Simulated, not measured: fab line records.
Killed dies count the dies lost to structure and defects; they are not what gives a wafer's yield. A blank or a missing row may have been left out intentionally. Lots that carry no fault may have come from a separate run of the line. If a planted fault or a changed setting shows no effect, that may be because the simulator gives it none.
Which tool is to blame?	flow rit_cmos	13 lots, 39 wafers sampled, at 2 steps of a route of 202

## WHAT THE GAUGES SHOWED, per wafer
Not one reading of a measure or inspect step in the record can be checked against a usual standard deviation.

## TOOL THAT RAN EACH LOT (tool first, then ch and the chambers of the sampled wafers, then the start)
lot	RIT_NWELL_IMPLANT_08	RIT_M1_PROBE_99
L875	implanter-01 ch 0, day 2 03:24	prober-01, day 3 19:53
L876	implanter-02 ch 0, day 2 09:45	prober-01, day 4 02:02
L877	implanter-01 ch 0, day 2 10:01	prober-02, day 4 03:35
L878	implanter-03 ch 0, day 2 14:41	prober-01, day 4 07:36
L879	implanter-02 ch 0, day 2 18:13	prober-02, day 4 09:16
L880	implanter-03 ch 0, day 2 23:26	prober-01, day 4 11:31
L881	implanter-02 ch 0, day 3 04:12	prober-02, day 4 19:40
L882	implanter-01 ch 0, day 3 10:33	prober-01, day 5 02:02
L885	implanter-02 ch 0, day 4 01:17	prober-02, day 5 16:19
L889	implanter-02 ch 0, day 4 20:22	prober-02, day 6 12:17
L891	implanter-02 ch 0, day 5 08:34	prober-02, day 6 23:35
L892	implanter-01 ch 0, day 5 11:42	prober-01, day 7 01:05
L893	implanter-01 ch 0, day 5 16:16	prober-02, day 7 08:01
- RIT_NWELL_IMPLANT_08
- RIT_M1_PROBE_99

## AS READ BY THE TOOLS THEMSELVES (means over the sampled wafers that have a number; for cases with no such wafer, the mark the record gives instead)
RIT_NWELL_IMPLANT_08.
lot	tool	beam_energy_keV
L875	implanter-01	169.98
L876	implanter-02	170.03
L877	implanter-01	170.05
L878	implanter-03	170.03
L879	implanter-02	170.02
L880	implanter-03	169.97
L881	implanter-02	169.96
L882	implanter-01	169.97
L885	implanter-02	170.00
L889	implanter-02	175.32
L891	implanter-02	175.29
L892	implanter-01	169.96
L893	implanter-01	169.94

RIT_M1_PROBE_99.
lot	tool	killed_at_M0_to_M3	killed_at_contacts	killed_at_front_end	killed_dies	killed_open	killed_short
L875	prober-01	0.0	0.0	3	3	1.3	2.0
L876	prober-01	0.0	0.0	8	8	3.3	4.0
L877	prober-02	0.0	0.0	7	7	2.7	4.0
L878	prober-01	0.0	0.3	7	7	3.3	3.7
L879	prober-02	0.0	0.0	7	7	4.7	2.3
L880	prober-01	0.0	0.0	5	5	2.3	3.0
L881	prober-02	0.0	0.0	7	7	3.0	4.3
L882	prober-01	0.0	0.0	5	5	3.0	2.3
L885	prober-02	0.3	0.0	9	9	4.7	4.7
L889	prober-02	0.0	0.0	7	7	4.3	2.3
L891	prober-02	0.0	0.3	7	7	3.7	3.7
L892	prober-01	0.0	0.0	7	7	4.3	2.7
L893	prober-02	0.0	0.0	12	12	4.3	7.3

## THE ANSWER, worked out from the rows above alone
Rule: the usual values come from the lots themselves. Put in order of their means at a reading, lots are off if they are a third of the lots or fewer, leave a main group of 4 or more, and stand apart from it by a gap of 3 or more times the standard deviation of the main group's means; of several such gaps the widest counts. Not used: any main group whose means are identical at the precision the tables above print for the reading. A lot without any number at a reading at which 4 lots or more have one is off too. Any other lot the step has rows for is counted as sound. First the gauges in route order, then the tools' own readings, where a lot's mean is used as printed above. The first step at which some lot is off is used, and at that step the reading that is off furthest; a lot without a number counts as furthest.
Off at RIT_NWELL_IMPLANT_08 (beam_energy_keV): L889, L891. Mean 169.99 and standard deviation 0.034 in the main group.
A tool fits if, at that step or a process step before it, it ran every lot that is off, and no sound lot after the first of them. One fits: implanter-02 at RIT_NWELL_IMPLANT_08. A fault onset in the window from L885 (day 4 01:17, its last sound lot) to L889 (day 4 20:22, its first lot off) fits.
On the lots that are off, the tool's own readings at RIT_NWELL_IMPLANT_08 differ by more than 5 times the standard deviation of the sound lots' means, which bears it out; beam_energy_keV reads 175.31 there versus 169.99 on the sound lots.

## WHAT THE SIMULATOR PUT IN
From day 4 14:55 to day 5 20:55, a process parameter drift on implanter-02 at RIT_NWELL_IMPLANT_08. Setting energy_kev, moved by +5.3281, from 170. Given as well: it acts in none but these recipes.
Shown lots that were struck: L889, L891. Same finding as the rule above.
